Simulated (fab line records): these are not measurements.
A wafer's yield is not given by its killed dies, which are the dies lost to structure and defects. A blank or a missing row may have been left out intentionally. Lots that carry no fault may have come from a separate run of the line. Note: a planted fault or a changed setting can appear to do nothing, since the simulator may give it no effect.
fab line records || flow ritCmos
[record] {"lots": 4, "wafers": 12, "lastDay": 7}
route steps=202 shown SDANNEAL@156 SILICIDE@161 CONTACT@168 M1@184
lots untouched by any fault: they come from a run of this same line in which no faults occurred
startH: the number of hours between the record's first day and the start of the first shown wafer of the lot || waitH: how many hours have passed since the lot's step before this one || " unchanged from the row above || L1.1+2: a row that stands for several wafers || - value missing, or start not given || * or withheld: withheld || < > ~ a bound
route shown NAME@n: a module of which the file shows steps, and the number in the route of the first || usual: mean/standard deviation taken from wafers without a fault || same: alike in all rows || chamber/n: place in a boat || sites: readings site by site || _std_site: the values' standard deviation || _edge_site: inner sites' mean taken away from outer sites' mean || radiusMm: how far each site lies from the wafer's centre || mask NAME#n: copy n || behind: the most recent tool/chamber to have shaped the wafer || hold: the reason the lot was held/the length of the hold in hours/how it ended || device: the n, p or np transistor that did not switch || end of line: the tests these same wafers got at the end of their route || for a step that has no rows: nothing shown but its recipe || killed: the dies lost at the first sort to structure and to defects; this is not the yield of the wafer || map: a wafer's dies, x killed, . not, _ none there
set.NAME: the setting as run; set.NAME@STEP: as run at that earlier step || model.NAME: the simulator's own value behind a step, which no gauge read
lots seen at some steps along the route; tables by step, rows by wafer
services: the hour from which a tool's chamber was out of use, counted from the record's first day as startH (under 0 if before that day), plus the number of hours and why
[[steps]]
[step RIT_SDANNEAL_RTA_03]
[recipe] {"tempC": 1050, "timeS": 5, "idleTempC": 600, "rampUpCPerS": 342, "rampDownCPerS": 171, "coolToC": 600, "ambient": "N2"}
[step RIT_SILICIDE_WET_ETCH_00]
[recipe] {"chemistry": "BOE", "target": "SiO2", "targetDepthNm": 14, "timeS": 15.5, "dry": "n2Spin", "dilution": "10:1", "tempC": 21.5}
[step RIT_SILICIDE_SPUTTER_01]
[recipe] {"material": "Ti", "targetThkNm": 30, "powerW": 350, "chamberPressurePa": 0.667, "gas": "Ar", "timeS": 240, "substrateTempC": 25}
[step RIT_SILICIDE_RTA_04]
[recipe] {"tempC": 650, "timeS": 10, "idleTempC": 25, "rampUpS": 5, "rampDownS": 5, "coolToC": 25, "ambient": "N2"}
[step RIT_SILICIDE_WET_ETCH_05]
[recipe] {"chemistry": "SPM", "target": "Ti", "tempC": 90, "timeS": 120, "dry": "n2Spin"}
[step RIT_SILICIDE_RTA_06]
[recipe] {"tempC": 750, "timeS": 10, "idleTempC": 25, "rampUpS": 5, "rampDownS": 10, "coolToC": 25, "ambient": "N2"}
[step RIT_CONTACT_CVD_00]
[recipe] {"material": "SiO2", "targetThkNm": 400, "precursor": "TEOS", "tempC": 390, "timeS": 61, "rfW": 389.5}
[usual] {"heaterPowerW": "313/47"}
{"lot.wafer": "L553.2", "tool": "pecvd-02", "chamber": 2, "startH": 67.23, "waitH": 0.0, "heaterPowerW": 256, "model.SiO2_of_CONTACT_CVD_00.thkNm": 388.9}
{"lot.wafer": "L553.5", "tool": "pecvd-02", "chamber": 1, "startH": 67.23, "waitH": 0.0, "heaterPowerW": 288, "model.SiO2_of_CONTACT_CVD_00.thkNm": 398.6}
{"lot.wafer": "L553.6", "tool": "pecvd-02", "chamber": 0, "startH": 67.23, "waitH": 0.0, "heaterPowerW": 318, "model.SiO2_of_CONTACT_CVD_00.thkNm": 398.5}
{"lot.wafer": "L565.2", "tool": "pecvd-02", "chamber": 1, "startH": 130.22, "waitH": 0.0, "heaterPowerW": 237, "model.SiO2_of_CONTACT_CVD_00.thkNm": 375.6}
{"lot.wafer": "L565.3", "tool": "pecvd-02", "chamber": 2, "startH": 130.22, "waitH": 0.0, "heaterPowerW": 311, "model.SiO2_of_CONTACT_CVD_00.thkNm": 371.5}
{"lot.wafer": "L565.6", "tool": "pecvd-02", "chamber": 0, "startH": 130.22, "waitH": 0.0, "heaterPowerW": 311, "model.SiO2_of_CONTACT_CVD_00.thkNm": 381.2}
{"lot.wafer": "L568.2", "tool": "pecvd-02", "chamber": 2, "startH": 141.84, "waitH": 0.0, "heaterPowerW": 300, "model.SiO2_of_CONTACT_CVD_00.thkNm": 373}
{"lot.wafer": "L568.4", "tool": "pecvd-02", "chamber": 1, "startH": 141.84, "waitH": 0.0, "heaterPowerW": 310, "model.SiO2_of_CONTACT_CVD_00.thkNm": 380.8}
{"lot.wafer": "L568.6", "tool": "pecvd-02", "chamber": 0, "startH": 141.84, "waitH": 0.0, "heaterPowerW": 239, "model.SiO2_of_CONTACT_CVD_00.thkNm": 379.4}
{"lot.wafer": "L572.1", "tool": "pecvd-03", "chamber": 2, "startH": 161.94, "waitH": 0.1, "heaterPowerW": 328, "model.SiO2_of_CONTACT_CVD_00.thkNm": 395.8}
{"lot.wafer": "L572.4", "tool": "pecvd-03", "chamber": 1, "startH": 161.94, "waitH": 0.1, "heaterPowerW": 393, "model.SiO2_of_CONTACT_CVD_00.thkNm": 399}
{"lot.wafer": "L572.6", "tool": "pecvd-03", "chamber": 0, "startH": 161.94, "waitH": 0.1, "heaterPowerW": 274, "model.SiO2_of_CONTACT_CVD_00.thkNm": 399.4}
[step RIT_CONTACT_THK_MEAS_01]
[recipe] {"reads": "SiO2_of_CONTACT_CVD_00"}
[usual] {"CONTACT_TEOS_THK": "398/4.6"}
{"lot.wafer": "L553.2", "tool": "filmMetro-02", "chamber": "-", "startH": 67.29, "waitH": 0.0, "hold": "-", "CONTACT_TEOS_THK[nm]": 389}
{"lot.wafer": "L553.5", "tool": "filmMetro-02", "chamber": "-", "startH": 67.29, "waitH": 0.0, "hold": "-", "CONTACT_TEOS_THK[nm]": 399}
{"lot.wafer": "L553.6", "tool": "filmMetro-02", "chamber": "-", "startH": 67.29, "waitH": 0.0, "hold": "-", "CONTACT_TEOS_THK[nm]": 398}
{"lot.wafer": "L565.2", "tool": "filmMetro-02", "chamber": "-", "startH": 130.28, "waitH": 0.0, "hold": "awaitDispo/0.2h/release", "CONTACT_TEOS_THK[nm]": 376}
{"lot.wafer": "L565.3", "tool": "filmMetro-02", "chamber": "-", "startH": 130.28, "waitH": 0.0, "hold": "awaitDispo/0.2h/release", "CONTACT_TEOS_THK[nm]": 372}
{"lot.wafer": "L565.6", "tool": "filmMetro-02", "chamber": "-", "startH": 130.28, "waitH": 0.0, "hold": "awaitDispo/0.2h/release", "CONTACT_TEOS_THK[nm]": 381}
{"lot.wafer": "L565.2", "tool": "filmMetro-02", "chamber": "-", "startH": 130.51, "waitH": 0.2, "hold": "-", "CONTACT_TEOS_THK[nm]": 376}
{"lot.wafer": "L565.3", "tool": "filmMetro-02", "chamber": "-", "startH": 130.51, "waitH": 0.2, "hold": "-", "CONTACT_TEOS_THK[nm]": 371}
{"lot.wafer": "L565.6", "tool": "filmMetro-02", "chamber": "-", "startH": 130.51, "waitH": 0.2, "hold": "-", "CONTACT_TEOS_THK[nm]": 381}
{"lot.wafer": "L568.2", "tool": "filmMetro-02", "chamber": "-", "startH": 141.90, "waitH": 0.0, "hold": "awaitDispo/0.2h/release", "CONTACT_TEOS_THK[nm]": 373}
{"lot.wafer": "L568.4", "tool": "filmMetro-02", "chamber": "-", "startH": 141.90, "waitH": 0.0, "hold": "awaitDispo/0.2h/release", "CONTACT_TEOS_THK[nm]": 381}
{"lot.wafer": "L568.6", "tool": "filmMetro-02", "chamber": "-", "startH": 141.90, "waitH": 0.0, "hold": "awaitDispo/0.2h/release", "CONTACT_TEOS_THK[nm]": 379}
{"lot.wafer": "L568.2", "tool": "filmMetro-02", "chamber": "-", "startH": 142.12, "waitH": 0.2, "hold": "-", "CONTACT_TEOS_THK[nm]": 373}
{"lot.wafer": "L568.4", "tool": "filmMetro-02", "chamber": "-", "startH": 142.12, "waitH": 0.2, "hold": "-", "CONTACT_TEOS_THK[nm]": 381}
{"lot.wafer": "L568.6", "tool": "filmMetro-02", "chamber": "-", "startH": 142.12, "waitH": 0.2, "hold": "-", "CONTACT_TEOS_THK[nm]": 380}
{"lot.wafer": "L572.1", "tool": "filmMetro-02", "chamber": "-", "startH": 161.99, "waitH": 0.0, "hold": "-", "CONTACT_TEOS_THK[nm]": 396}
{"lot.wafer": "L572.4", "tool": "filmMetro-02", "chamber": "-", "startH": 161.99, "waitH": 0.0, "hold": "-", "CONTACT_TEOS_THK[nm]": 399}
{"lot.wafer": "L572.6", "tool": "filmMetro-02", "chamber": "-", "startH": 161.99, "waitH": 0.0, "hold": "-", "CONTACT_TEOS_THK[nm]": 399}
[step RIT_CONTACT_COAT_03]
[recipe] {"resist": "NOVOLAK", "spinRpm": 3250, "resistThkNm": 1000}
[step RIT_CONTACT_SOFTBAKE_04]
[recipe] {"resist": "NOVOLAK", "tempC": 90, "timeS": 60}
[step RIT_CONTACT_EXPOSE_05]
[recipe] {"maskId": "M11", "na": 0.6, "sourceShape": "conventional", "sigmaOuter": 0.5, "targetCdNm": 1000, "doseMj": 250}
[step RIT_CONTACT_PEB_06]
[recipe] {"resist": "NOVOLAK", "tempC": "withheld", "timeS": "withheld"}
[step RIT_CONTACT_DEVELOP_07]
[recipe] {"resist": "NOVOLAK", "developTimeS": 120, "devTempC": 23}
[step RIT_CONTACT_HARDBAKE_10]
[recipe] {"resist": "NOVOLAK", "tempC": 140, "timeS": 60}
[step RIT_CONTACT_ETCH_11]
[recipe] {"targetDepthA": 4800, "overEtchFrac": 0.2, "stopOn": "TiSi2", "chemistry": "CHF3/CF4/Ar", "target": "SiO2", "CHF3_flow_sccm": 50, "cf4FlowSccm": 10, "Ar_flow_sccm": 100, "O2_flow_sccm": 5, "pressureMtorr": 100, "rfW": 200, "timeS": 320}
[usual] {"drypumpMotorCurrentA": "5.8/0.37", "oesProductAu": "0.990/0.018", "throttleValvePct": "8.77/0.11"}
{"lot.wafer": "L553.2", "tool": "rieDiel-02", "chamber": 3, "startH": 68.61, "waitH": 0.1, "drypumpMotorCurrentA": 6.0, "oesProductAu": 0.992, "rfHoursCounterH": 0, "throttleValvePct": 8.80, "model.CONTACT.featureDepthNm": 388.9, "model.etch.depthNm": 388.9}
{"lot.wafer": "L553.5", "tool": "rieDiel-02", "chamber": 3, "startH": 68.61, "waitH": 0.1, "drypumpMotorCurrentA": 5.9, "oesProductAu": 0.995, "rfHoursCounterH": "-", "throttleValvePct": 8.81, "model.CONTACT.featureDepthNm": 398.6, "model.etch.depthNm": 398.6}
{"lot.wafer": "L553.6", "tool": "rieDiel-02", "chamber": 2, "startH": 68.61, "waitH": 0.1, "drypumpMotorCurrentA": 6.0, "oesProductAu": 0.997, "rfHoursCounterH": "-", "throttleValvePct": 8.79, "model.CONTACT.featureDepthNm": 398.5, "model.etch.depthNm": 398.5}
{"lot.wafer": "L565.2", "tool": "rieDiel-02", "chamber": 3, "startH": 134.59, "waitH": 0.7, "drypumpMotorCurrentA": 5.9, "oesProductAu": 0.995, "rfHoursCounterH": 2, "throttleValvePct": 8.80, "model.CONTACT.featureDepthNm": 375.6, "model.etch.depthNm": 375.6}
{"lot.wafer": "L565.3", "tool": "rieDiel-02", "chamber": 2, "startH": 134.59, "waitH": 0.7, "drypumpMotorCurrentA": 6.0, "oesProductAu": 0.986, "rfHoursCounterH": 143, "throttleValvePct": 8.79, "model.CONTACT.featureDepthNm": 371.5, "model.etch.depthNm": 371.5}
{"lot.wafer": "L565.6", "tool": "rieDiel-02", "chamber": 2, "startH": 134.59, "waitH": 0.7, "drypumpMotorCurrentA": 6.0, "oesProductAu": 0.995, "rfHoursCounterH": "-", "throttleValvePct": 8.81, "model.CONTACT.featureDepthNm": 381.2, "model.etch.depthNm": 381.2}
{"lot.wafer": "L568.2", "tool": "rieDiel-01", "chamber": 2, "startH": 147.56, "waitH": 0.1, "drypumpMotorCurrentA": 6.1, "oesProductAu": 0.965, "rfHoursCounterH": 139, "throttleValvePct": 8.77, "model.CONTACT.featureDepthNm": 373, "model.etch.depthNm": 373}
{"lot.wafer": "L568.4", "tool": "rieDiel-01", "chamber": 2, "startH": 147.56, "waitH": 0.1, "drypumpMotorCurrentA": 6.2, "oesProductAu": 0.972, "rfHoursCounterH": "-", "throttleValvePct": 8.77, "model.CONTACT.featureDepthNm": 380.8, "model.etch.depthNm": 380.8}
{"lot.wafer": "L568.6", "tool": "rieDiel-01", "chamber": 0, "startH": 147.56, "waitH": 0.1, "drypumpMotorCurrentA": 5.5, "oesProductAu": 1.011, "rfHoursCounterH": "-", "throttleValvePct": 8.59, "model.CONTACT.featureDepthNm": 379.4, "model.etch.depthNm": 379.4}
{"lot.wafer": "L572.1", "tool": "rieDiel-01", "chamber": 0, "startH": 163.45, "waitH": 0.1, "drypumpMotorCurrentA": 5.5, "oesProductAu": 1.017, "rfHoursCounterH": 7, "throttleValvePct": 8.60, "model.CONTACT.featureDepthNm": 395.8, "model.etch.depthNm": 395.8}
{"lot.wafer": "L572.4", "tool": "rieDiel-01", "chamber": 2, "startH": 163.45, "waitH": 0.1, "drypumpMotorCurrentA": 6.1, "oesProductAu": 0.966, "rfHoursCounterH": 139, "throttleValvePct": 8.76, "model.CONTACT.featureDepthNm": 399, "model.etch.depthNm": 399}
{"lot.wafer": "L572.6", "tool": "rieDiel-01", "chamber": 2, "startH": 163.45, "waitH": 0.1, "drypumpMotorCurrentA": 6.1, "oesProductAu": 0.973, "rfHoursCounterH": "-", "throttleValvePct": 8.78, "model.CONTACT.featureDepthNm": 399.4, "model.etch.depthNm": 399.4}
[step RIT_CONTACT_STRIP_12]
[recipe] {"chemistry": "O2", "timeS": 180, "resist": "NOVOLAK", "platenTempC": "withheld", "powerW": 500, "pressureMtorr": 4000, "o2FlowSccm": 4000}
[step RIT_CONTACT_CLEAN_13]
[recipe] {"chemistry": "SC1", "mix": "3:3:50", "timeS": 600, "tempC": 75}
[step RIT_CONTACT_CLEAN_14]
[recipe] {"chemistry": "SC2", "mix": "3:3:50", "timeS": 600, "tempC": 75, "dry": "n2Spin"}
[step RIT_M1_SPUTTER_00]
[recipe] {"material": "Al", "targetThkNm": 400, "powerW": 2055, "chamberPressurePa": 0.4, "gas": "Ar", "timeS": 500, "substrateTempC": 25}
[step RIT_M1_HMDS_03]
[recipe] {"primeTimeS": 60, "primeTempC": 140}
[step RIT_M1_COAT_04]
[recipe] {"resist": "NOVOLAK", "spinRpm": 2000, "resistThkNm": 1300}
[step RIT_M1_SOFTBAKE_05]
[recipe] {"resist": "NOVOLAK", "tempC": 90, "timeS": 60}
[step RIT_M1_EXPOSE_06]
[recipe] {"maskId": "M12", "na": 0.6, "sourceShape": "conventional", "sigmaOuter": 0.5, "targetCdNm": 2600, "doseMj": 250}
[step RIT_M1_PEB_07]
[recipe] {"resist": "NOVOLAK", "tempC": "withheld", "timeS": "withheld"}
[step RIT_M1_DEVELOP_08]
[recipe] {"resist": "NOVOLAK", "developTimeS": 68, "devTempC": 23.83}
[step RIT_M1_HARDBAKE_11]
[recipe] {"resist": "NOVOLAK", "tempC": 140, "timeS": 120}
[step RIT_M1_METAL_ETCH_12]
[recipe] {"stopOn": "SiO2", "chemistry": "Cl2/BCl3", "target": "Al", "timeS": 165, "overEtchFrac": 0.5, "pressureMtorr": 100, "targetDepthA": 6000, "rfW": 250, "Cl2_flow_sccm": 60, "bcl3FlowSccm": 50}
[usual] {"drypumpMotorCurrentA": "5.5/0.3", "oesProductAu": "0.792/0.011", "throttleValvePct": "8.29/0.058"}
{"lot.wafer": "L553.2", "tool": "rieMetal-01", "chamber": 1, "startH": 71.37, "waitH": 0.2, "drypumpMotorCurrentA": 5.8, "oesProductAu": 0.792, "rfHoursCounterH": "-", "throttleValvePct": 8.24, "model.SiO2_of_CONTACT_CVD_00.thkNm": 352.9}
{"lot.wafer": "L553.5", "tool": "rieMetal-01", "chamber": 1, "startH": 71.37, "waitH": 0.2, "drypumpMotorCurrentA": 5.9, "oesProductAu": 0.784, "rfHoursCounterH": "-", "throttleValvePct": 8.22, "model.SiO2_of_CONTACT_CVD_00.thkNm": 362.7}
{"lot.wafer": "L553.6", "tool": "rieMetal-01", "chamber": 1, "startH": 71.37, "waitH": 0.2, "drypumpMotorCurrentA": 5.9, "oesProductAu": 0.789, "rfHoursCounterH": "-", "throttleValvePct": 8.24, "model.SiO2_of_CONTACT_CVD_00.thkNm": 362.4}
{"lot.wafer": "L565.2", "tool": "rieMetal-01", "chamber": 1, "startH": 137.45, "waitH": 0.2, "drypumpMotorCurrentA": 5.8, "oesProductAu": 0.775, "rfHoursCounterH": 5, "throttleValvePct": 8.24, "model.SiO2_of_CONTACT_CVD_00.thkNm": 340}
{"lot.wafer": "L565.3", "tool": "rieMetal-01", "chamber": 0, "startH": 137.45, "waitH": 0.2, "drypumpMotorCurrentA": 5.0, "oesProductAu": 0.777, "rfHoursCounterH": "-", "throttleValvePct": 8.28, "model.SiO2_of_CONTACT_CVD_00.thkNm": 333.9}
{"lot.wafer": "L565.6", "tool": "rieMetal-01", "chamber": 0, "startH": 137.45, "waitH": 0.2, "drypumpMotorCurrentA": 5.0, "oesProductAu": 0.790, "rfHoursCounterH": "-", "throttleValvePct": 8.28, "model.SiO2_of_CONTACT_CVD_00.thkNm": 344}
{"lot.wafer": "L568.2", "tool": "rieMetal-01", "chamber": 0, "startH": 150.28, "waitH": 0.2, "drypumpMotorCurrentA": 4.9, "oesProductAu": 0.792, "rfHoursCounterH": 5, "throttleValvePct": 8.27, "model.SiO2_of_CONTACT_CVD_00.thkNm": 335.6}
{"lot.wafer": "L568.4", "tool": "rieMetal-01", "chamber": 0, "startH": 150.28, "waitH": 0.2, "drypumpMotorCurrentA": 4.9, "oesProductAu": 0.784, "rfHoursCounterH": "-", "throttleValvePct": 8.27, "model.SiO2_of_CONTACT_CVD_00.thkNm": 343.5}
{"lot.wafer": "L568.6", "tool": "rieMetal-01", "chamber": 1, "startH": 150.28, "waitH": 0.2, "drypumpMotorCurrentA": 5.9, "oesProductAu": 0.782, "rfHoursCounterH": "-", "throttleValvePct": 8.23, "model.SiO2_of_CONTACT_CVD_00.thkNm": 343.7}
{"lot.wafer": "L572.1", "tool": "rieMetal-04", "chamber": 0, "startH": 166.17, "waitH": 0.2, "drypumpMotorCurrentA": 5.7, "oesProductAu": 0.792, "rfHoursCounterH": 2, "throttleValvePct": 8.38, "model.SiO2_of_CONTACT_CVD_00.thkNm": 359.3}
{"lot.wafer": "L572.4", "tool": "rieMetal-04", "chamber": 0, "startH": 166.17, "waitH": 0.2, "drypumpMotorCurrentA": 5.7, "oesProductAu": 0.801, "rfHoursCounterH": "-", "throttleValvePct": 8.37, "model.SiO2_of_CONTACT_CVD_00.thkNm": 362.8}
{"lot.wafer": "L572.6", "tool": "rieMetal-04", "chamber": 0, "startH": 166.17, "waitH": 0.2, "drypumpMotorCurrentA": 5.7, "oesProductAu": 0.805, "rfHoursCounterH": "-", "throttleValvePct": 8.37, "model.SiO2_of_CONTACT_CVD_00.thkNm": 362.9}
[step RIT_M1_STRIP_13]
[recipe] {"chemistry": "nmp", "resist": "NOVOLAK", "tempC": 80, "timeS": 600, "dry": "n2Spin"}
[step RIT_M1_PROBE_99]
[usual] {"killedAtContacts": "0.1/0.27", "killedAtFrontEnd": "7/3", "killedDies": "7.0/3", "killedOpen": "3.5/2.1", "killedShort": "3.4/1.9"}
[same] {"grossDies": 264, "killed_at_M0_to_M3": 0, "killed_at_M4_up": 0, "killedAtBackSide": 0, "killedAtOther": 0}
{"lot.wafer": "L553.2", "tool": "prober-02", "chamber": "-", "startH": 73.78, "waitH": 0.1, "killedAtContacts": 0, "killedAtFrontEnd": 11, "killedDies": 11, "killedOpen": 4, "killedShort": 7}
{"lot.wafer": "L553.5", "tool": "prober-02", "chamber": "-", "startH": 73.93, "waitH": 0.2, "killedAtContacts": 1, "killedAtFrontEnd": 4, "killedDies": 5, "killedOpen": 2, "killedShort": 3}
{"lot.wafer": "L553.6", "tool": "prober-02", "chamber": "-", "startH": 73.98, "waitH": 0.2, "killedAtContacts": 0, "killedAtFrontEnd": 7, "killedDies": 7, "killedOpen": 3, "killedShort": 4}
{"lot.wafer": "L565.2", "tool": "prober-02", "chamber": "-", "startH": 139.75, "waitH": 0.1, "killedAtContacts": 0, "killedAtFrontEnd": 11, "killedDies": 11, "killedOpen": 3, "killedShort": 8}
{"lot.wafer": "L565.3", "tool": "prober-02", "chamber": "-", "startH": 139.80, "waitH": 0.2, "killedAtContacts": 0, "killedAtFrontEnd": 12, "killedDies": 12, "killedOpen": 10, "killedShort": 1}
{"lot.wafer": "L565.6", "tool": "prober-02", "chamber": "-", "startH": 139.95, "waitH": 0.2, "killedAtContacts": 0, "killedAtFrontEnd": 11, "killedDies": 11, "killedOpen": 7, "killedShort": 3}
{"lot.wafer": "L568.2", "tool": "prober-01", "chamber": "-", "startH": 152.58, "waitH": 0.1, "killedAtContacts": 0, "killedAtFrontEnd": 4, "killedDies": 4, "killedOpen": 1, "killedShort": 3}
{"lot.wafer": "L568.4", "tool": "prober-01", "chamber": "-", "startH": 152.68, "waitH": 0.2, "killedAtContacts": 0, "killedAtFrontEnd": 5, "killedDies": 5, "killedOpen": 3, "killedShort": 2}
{"lot.wafer": "L568.6", "tool": "prober-01", "chamber": "-", "startH": 152.78, "waitH": 0.2, "killedAtContacts": 0, "killedAtFrontEnd": 3, "killedDies": 3, "killedOpen": 1, "killedShort": 2}
{"lot.wafer": "L572.1", "tool": "prober-01", "chamber": "-", "startH": 168.42, "waitH": 0.1, "killedAtContacts": 0, "killedAtFrontEnd": 6, "killedDies": 6, "killedOpen": 1, "killedShort": 5}
{"lot.wafer": "L572.4", "tool": "prober-01", "chamber": "-", "startH": 168.57, "waitH": 0.2, "killedAtContacts": 1, "killedAtFrontEnd": 3, "killedDies": 4, "killedOpen": 2, "killedShort": 2}
{"lot.wafer": "L572.6", "tool": "prober-01", "chamber": "-", "startH": 168.67, "waitH": 0.2, "killedAtContacts": 0, "killedAtFrontEnd": 5, "killedDies": 5, "killedOpen": 1, "killedShort": 4}
// killed by level:class
L553.2 GATE:geometricParticle:short=4 REOX:geometricParticle:short=2 FOX1:geometricParticle:short=1 FOX1:geometricParticle:open=1 FOX2:geometricParticle:open=1 GATE:geometricParticle:open=1 SILICIDE:geometricParticle:open=1
L553.5 FOX1:geometricParticle:short=2 GATE:geometricParticle:open=1 SPACER:geometricParticle:short=1 CONTACT:geometricParticle:open=1
L553.6 SPACER:geometricParticle:short=2 FOX2:geometricParticle:short=1 GATE:geometricParticle:short=1 GATE:geometricParticle:open=1 SPACER:geometricParticle:open=1 SILICIDE:geometricParticle:open=1
L565.2 SPACER:geometricParticle:short=3 GATE:geometricParticle:short=2 FOX1:geometricParticle:open=1 FOX1:geometricParticle:short=1 FOX2:geometricParticle:open=1 GATE:geometricParticle:open=1 REOX:geometricParticle:short=1 SILICIDE:geometricParticle:short=1
L565.3 GATE:geometricParticle:open=4 FOX1:geometricParticle:open=2 FOX2:geometricParticle:open=2 FOX1:geometricParticle:short=1 SPACER:geometricParticle:open=1 SILICIDE:geometricParticle:open=1 NWELL:coatMicrobubblePrinted=1
L565.6 GATE:geometricParticle:open=5 FOX1:geometricParticle:short=2 GATE:geometricParticle:short=1 REOX:geometricParticle:open=1 SPACER:geometricParticle:open=1 NWELL:coatMicrobubblePrinted=1
L568.2 REOX:geometricParticle:short=2 REOX:geometricParticle:open=1 SPACER:geometricParticle:short=1
L568.4 SILICIDE:geometricParticle:open=2 GATE:geometricParticle:short=1 REOX:geometricParticle:open=1 REOX:geometricParticle:short=1
L568.6 FOX1:geometricParticle:short=1 FOX2:geometricParticle:short=1 GATE:geometricParticle:open=1
L572.1 FOX1:geometricParticle:short=2 FOX2:geometricParticle:open=1 FOX2:geometricParticle:short=1 GATE:geometricParticle:short=1 SILICIDE:geometricParticle:short=1
L572.4 GATE:geometricParticle:short=1 SPACER:geometricParticle:open=1 SILICIDE:geometricParticle:open=1 CONTACT:geometricParticle:short=1
L572.6 SILICIDE:geometricParticle:short=3 GATE:geometricParticle:short=1 GATE:geometricParticle:open=1
[[services]]
{"tool": "rieDiel-02", "chamber": 1, "startH": 44.88, "hours": 4.7, "kind": "repair"}
{"tool": "pecvd-03", "chamber": "-", "startH": 45.17, "hours": 5.5, "kind": "pm"}
{"tool": "rieDiel-01", "chamber": 1, "startH": 45.30, "hours": "-", "kind": "clean"}
{"tool": "rieDiel-01", "chamber": 1, "startH": 45.30, "hours": 16.1, "kind": "scheduledDown"}
{"tool": "rieDiel-01", "chamber": 1, "startH": 45.30, "hours": 16.1, "kind": "ventCycle"}
{"tool": "rieMetal-01", "chamber": 0, "startH": 61.42, "hours": 26.3, "kind": "repair"}
{"tool": "rieDiel-02", "chamber": 0, "startH": 62.04, "hours": "-", "kind": "clean"}
{"tool": "rieDiel-02", "chamber": 0, "startH": 62.04, "hours": 20.6, "kind": "scheduledDown"}
{"tool": "rieDiel-02", "chamber": 0, "startH": 62.04, "hours": 20.6, "kind": "ventCycle"}
{"tool": "rieDiel-02", "chamber": 1, "startH": 66.11, "hours": 4.4, "kind": "repair"}
{"tool": "rieDiel-02", "chamber": 3, "startH": 77.78, "hours": 5.2, "kind": "repair"}
{"tool": "rieMetal-01", "chamber": 1, "startH": 105.66, "hours": 11.3, "kind": "repair"}
{"tool": "rieDiel-02", "chamber": 0, "startH": 130.28, "hours": 9.4, "kind": "repair"}
{"tool": "rieDiel-02", "chamber": "-", "startH": 132.17, "hours": 2.4, "kind": "repair"}
{"tool": "rieDiel-01", "chamber": 3, "startH": 133.35, "hours": 11.7, "kind": "repair"}
{"tool": "rieMetal-04", "chamber": "-", "startH": 136.19, "hours": 4.0, "kind": "pm"}
{"tool": "rieDiel-02", "chamber": 3, "startH": 159.53, "hours": 3.1, "kind": "repair"}
{"tool": "rieMetal-01", "chamber": "-", "startH": 164.96, "hours": 0.3, "kind": "repair"}
[[key]]
[firstSign] {"step": "RIT_CONTACT_THK_MEAS_01", "reading": "visit", "direction": "added"}
[effect] {"step": "RIT_CONTACT_THK_MEAS_01", "reading": "CONTACT_TEOS_THK", "direction": "down", "sigmas": 4.5, "usual": 398, "struck": 377}
[modelEffect] {"step": "RIT_CONTACT_CVD_00", "value": "SiO2_of_CONTACT_CVD_00.thkNm", "without": 401.3, "struck": 376.9}
[modelEffect] {"step": "RIT_CONTACT_ETCH_11", "value": "CONTACT.featureDepthNm", "without": 401.3, "struck": 376.9}
[modelEffect] {"step": "RIT_M1_METAL_ETCH_12", "value": "SiO2_of_CONTACT_CVD_00.thkNm", "without": 364.5, "struck": 340.1}
metAt RIT_CONTACT_CVD_00
struckWafers L565.2,L565.3,L565.6,L568.2,L568.4,L568.6
testerLeftOut L565,L568
onsetBetween 67.23 130.22
[fault] {"kind": "processParameterDrift", "tool": "pecvd-02", "chamber": "-", "onsetH": 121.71, "steps": "RIT_CONTACT_CVD_00", "channel": "targetThkNm", "offset": -24.579, "shape": "step", "endH": 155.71, "stated": 400}
// testerLeftOut: of these lots the tester's yield and bins aren't shown, on N5 and GAA mostly nor the transistor test; their killed dies are dies lost to structure and defects alone, not to doping, threshold or leakage, so they don't give the yield
